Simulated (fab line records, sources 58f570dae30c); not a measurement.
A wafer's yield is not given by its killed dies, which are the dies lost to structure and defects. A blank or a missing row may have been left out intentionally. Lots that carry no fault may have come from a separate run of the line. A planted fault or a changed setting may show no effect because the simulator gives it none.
One fault through the eyes of 2 desks / flow berkeley-cmos170 / every desk sees just its own numbers, and what lay behind them comes last

## DESK OF THE TOOL OWNER: furnace-02
The tool's own readings at UCB170_FIELD_OXIDATION_01 (target thk 558.3 nm, ox time 7200 s): means of the sampled wafers that have a number, for each lot that ran on this tool. Any lot whose mean is over 4 standard deviations away from the usual mean is out of limits and marked OUT; that distance is given in the brackets.
Columns: A = ox-temp-c-max at UCB170_FIELD_OXIDATION_01, usual 1004.1; B = tube_center_temp_C_max at UCB170_FIELD_OXIDATION_01, usual 1002.6; C = zone-power-load-pct at UCB170_FIELD_OXIDATION_01, usual 33.4 %; D = zone-power-source-pct at UCB170_FIELD_OXIDATION_01, usual 35.9 %
lot=L292; first seen here=day 5 01:15; A=1003.5; B=1002.4; C=31.5; D=37.6
lot=L293; first seen here=day 5 01:15; A=1003.9; B=1002.3; C=31.6; D=38.2
lot=L294; first seen here=day 5 01:15; A=1003.4; B=1002.6; C=31.5; D=37.6
lot=L295; first seen here=day 5 17:55; A=1003.8; B=1002.6; C=31.8; D=37.9
lot=L296; first seen here=day 5 17:55; A=1004.0; B=1002.4; C=31.9; D=37.3
This desk's finding: nothing out of limits on any of the 5 lots.

## METROLOGY DESK
What the gauges read for every lot (on any tool): the sampled wafers with a number, averaged. Any lot whose mean is over 4 standard deviations away from the usual mean is out of limits and marked OUT; that distance is given in the brackets.
Columns: A = PWELL_OXIDE_THK at UCB170_PWELL_THK_MEAS_03, usual 28.2 nm; B = PWELL_TW at UCB170_PWELL_TW_MEAS_17, usual 377.6; C = FIELD_OXIDE_THK at UCB170_FIELD_THK_MEAS_02, usual 554 nm; D = FIELD_OXIDE_LEFT_1_THK at UCB170_FIELD_THK_MEAS_90, usual 437 nm; E = NVT_OVL at UCB170_NVT_OVL_MEAS_06, usual 3 nm; F = FIELD_OXIDE_LEFT_2_THK at UCB170_FIELD_THK_MEAS_91, usual 349 nm
lot=L292; first seen here=day 2 19:17; A=27.9; B=377.6; C=576; D=459; E=1; F=372
lot=L293; first seen here=day 3 03:12; A=28.0; B=377.4; C=553; D=436; E=3; F=348
lot=L294; first seen here=day 3 03:12; A=28.3; B=376.1; C=579; D=461; E=4; F=371
lot=L295; first seen here=day 3 18:34; A=27.3; B=378.2; C=409 (-13) OUT; D=292 (-13) OUT; E=-4; F=203 (-13) OUT
lot=L296; first seen here=day 3 18:34; A=28.1; B=379.2; C=428 (-11) OUT; D=310 (-12) OUT; E=-7; F=221 (-12) OUT
lot=L307; first seen here=day 6 00:58; A=28.1; B=375.8; C=551; D=433; E=10; F=344
lot=L306; first seen here=day 6 00:58; A=27.7; B=377.5; C=544; D=426; E=1; F=337
lot=L311; first seen here=day 6 17:50; A=28.8; B=377.3; C=543; D=426; E=-7; F=337
lot=L312; first seen here=day 6 17:51; A=28.2; B=376.9; C=543; D=425; E=9; F=337
lot=L313; first seen here=day 7 01:43; A=28.9; B=378.4; C=560; D=444; E=12; F=356
lot=L314; first seen here=day 7 05:56; A=27.8; B=377.5; C=556; D=438; E=2; F=350
lot=L315; first seen here=day 7 05:57; A=27.0; B=377.2; C=551; D=435; E=-1; F=347
Finding of this desk: L295, L296 out of limits, first seen on L295 at day 5 20:55 (FIELD_OXIDE_THK at UCB170_FIELD_THK_MEAS_02). Within limits: L292, L293, L294, L307, L306, L311, L312, L313, L314, L315.

## ALL TOGETHER
Metrology desk: alarm possible at day 5 20:55 on L295, L296.
The desk of the tool owner found nothing out of limits.
Tool owner's desk: L295, L296 on record, inside its limits.
Of the lots named, all ran UCB170_FIELD_OXIDATION_01 on furnace-02.

## WHAT THE SIMULATOR HAD INSERTED
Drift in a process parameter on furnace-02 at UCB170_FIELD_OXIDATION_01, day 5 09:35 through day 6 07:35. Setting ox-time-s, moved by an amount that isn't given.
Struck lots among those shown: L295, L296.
Hours from the fault's start to each desk's first reading out of limits: the metrology desk, 11.
